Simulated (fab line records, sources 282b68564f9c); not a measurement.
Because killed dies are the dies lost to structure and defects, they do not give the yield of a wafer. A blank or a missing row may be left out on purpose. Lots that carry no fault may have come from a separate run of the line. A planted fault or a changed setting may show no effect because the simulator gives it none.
2 desks, one fault / flow ritCmos / every desk sees just its own numbers, and what lay behind them comes last

== FOR THE TOOL OWNER'S DESK: furnace-03 ==
At RIT_WELLDRIVE_ANNEAL_00 (time 14700 s), the tool's own readings, given per lot that ran on this tool as the mean of the sampled wafers with a number. The brackets show how far a lot's mean lies from the usual mean; more than 4 standard deviations puts the lot out of limits, marked OUT.
Columns: A = spikeTcCentreC at RIT_WELLDRIVE_ANNEAL_00, usual 1102.5 C; B = spikeTcLoadC at RIT_WELLDRIVE_ANNEAL_00, usual 1124.3 C; C = spikeTcSourceC at RIT_WELLDRIVE_ANNEAL_00, usual 1124.8 C; D = tubeCenterTempC at RIT_WELLDRIVE_ANNEAL_00, usual 1100 C; E = tube_center_temp_C_max at RIT_WELLDRIVE_ANNEAL_00, usual 1102.8
lot=L686; first seen here=day 2 00:34; A=1103.5; B=1124.1; C=1127.2; D=1100; E=1102.9
lot=L687; first seen here=day 2 05:39; A=1103.1; B=1123.8; C=1127.2; D=1100; E=1102.5
lot=L688; first seen here=day 2 14:35; A=1102.5; B=1124.7; C=1128.9; D=1100; E=1102.5
lot=L689; first seen here=day 2 14:35; A=1102.3; B=1124.0; C=1127.7; D=1100; E=1102.5
lot=L691; first seen here=day 3 01:15; A=1103.5; B=1123.6; C=1128.2; D=1100; E=1102.6
lot=L699; first seen here=day 4 15:29; A=1124.4 (+20) OUT; B=1146.0 (+9.4) OUT; C=1150.1 (+9.0) OUT; D=1122 (+99 or more) OUT; E=1124.9 (+48) OUT
lot=L704; first seen here=day 5 16:42; A=1125.6 (+21) OUT; B=1146.3 (+9.6) OUT; C=1150.6 (+9.2) OUT; D=1122 (+99 or more) OUT; E=1125.4 (+49) OUT
Finding of this desk: L699, L704 out of limits; the first was L699 at day 4 15:29, on spikeTcCentreC at RIT_WELLDRIVE_ANNEAL_00. Within limits: L686, L687, L688, L689, L691.

== FROM THE METROLOGY DESK ==
Means of the sampled wafers that have a number, per lot and without regard to the tool the lot ran on: this is what the gauges read. The brackets show how far a lot's mean lies from the usual mean; more than 4 standard deviations puts the lot out of limits, marked OUT.
Columns: A = NWELL_RS at RIT_WELLDRIVE_RS_MEAS_01, usual 275.2 ohm/sq; B = PWELL_RS at RIT_WELLDRIVE_RS_MEAS_02, usual 430.5 ohm/sq
lot=L686; first seen here=day 2 05:41; A=275.0; B=428.9
lot=L687; first seen here=day 2 10:46; A=275.3; B=429.6
lot=L688; first seen here=day 2 19:41; A=275.8; B=431.7
lot=L689; first seen here=day 2 19:43; A=274.4; B=430.3
lot=L691; first seen here=day 3 06:23; A=274.7; B=430.0
lot=L692; first seen here=day 3 10:52; A=273.9; B=431.7
lot=L699; first seen here=day 4 20:34; A=252.5 (-35) OUT; B=406.2 (-20) OUT
lot=L700; first seen here=day 5 02:51; A=275.3; B=429.5
lot=L702; first seen here=day 5 12:34; A=274.8; B=431.0
lot=L704; first seen here=day 5 21:47; A=252.4 (-36) OUT; B=406.1 (-20) OUT
lot=L705; first seen here=day 6 02:37; A=275.7; B=431.2
lot=L706; first seen here=day 6 08:13; A=275.9; B=430.2
lot=L707; first seen here=day 6 13:13; A=276.2; B=431.3
lot=L708; first seen here=day 6 18:38; A=275.2; B=429.7
This desk's result: L699, L704 out of limits, first on L699 (NWELL_RS at RIT_WELLDRIVE_RS_MEAS_01), day 4 20:34. Within limits: L686, L687, L688, L689, L691, L692, L700, L702, L705, L706, L707, L708.

== ALL TOGETHER ==
An alarm could have come from the tool owner's desk at day 4 15:29, on L699, L704.
Metrology desk: alarm possible at day 4 20:34 on L699, L704.
The lots listed all ran RIT_WELLDRIVE_ANNEAL_00 on furnace-03.

== WHAT WAS PUT IN BY THE SIMULATOR ==
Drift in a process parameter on furnace-03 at RIT_WELLDRIVE_ANNEAL_00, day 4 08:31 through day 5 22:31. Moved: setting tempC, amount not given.
Lots struck among those shown: L699, L704.
Fault start to first reading out of limits, in hours, per desk: tool owner, 7; metrology, 12.
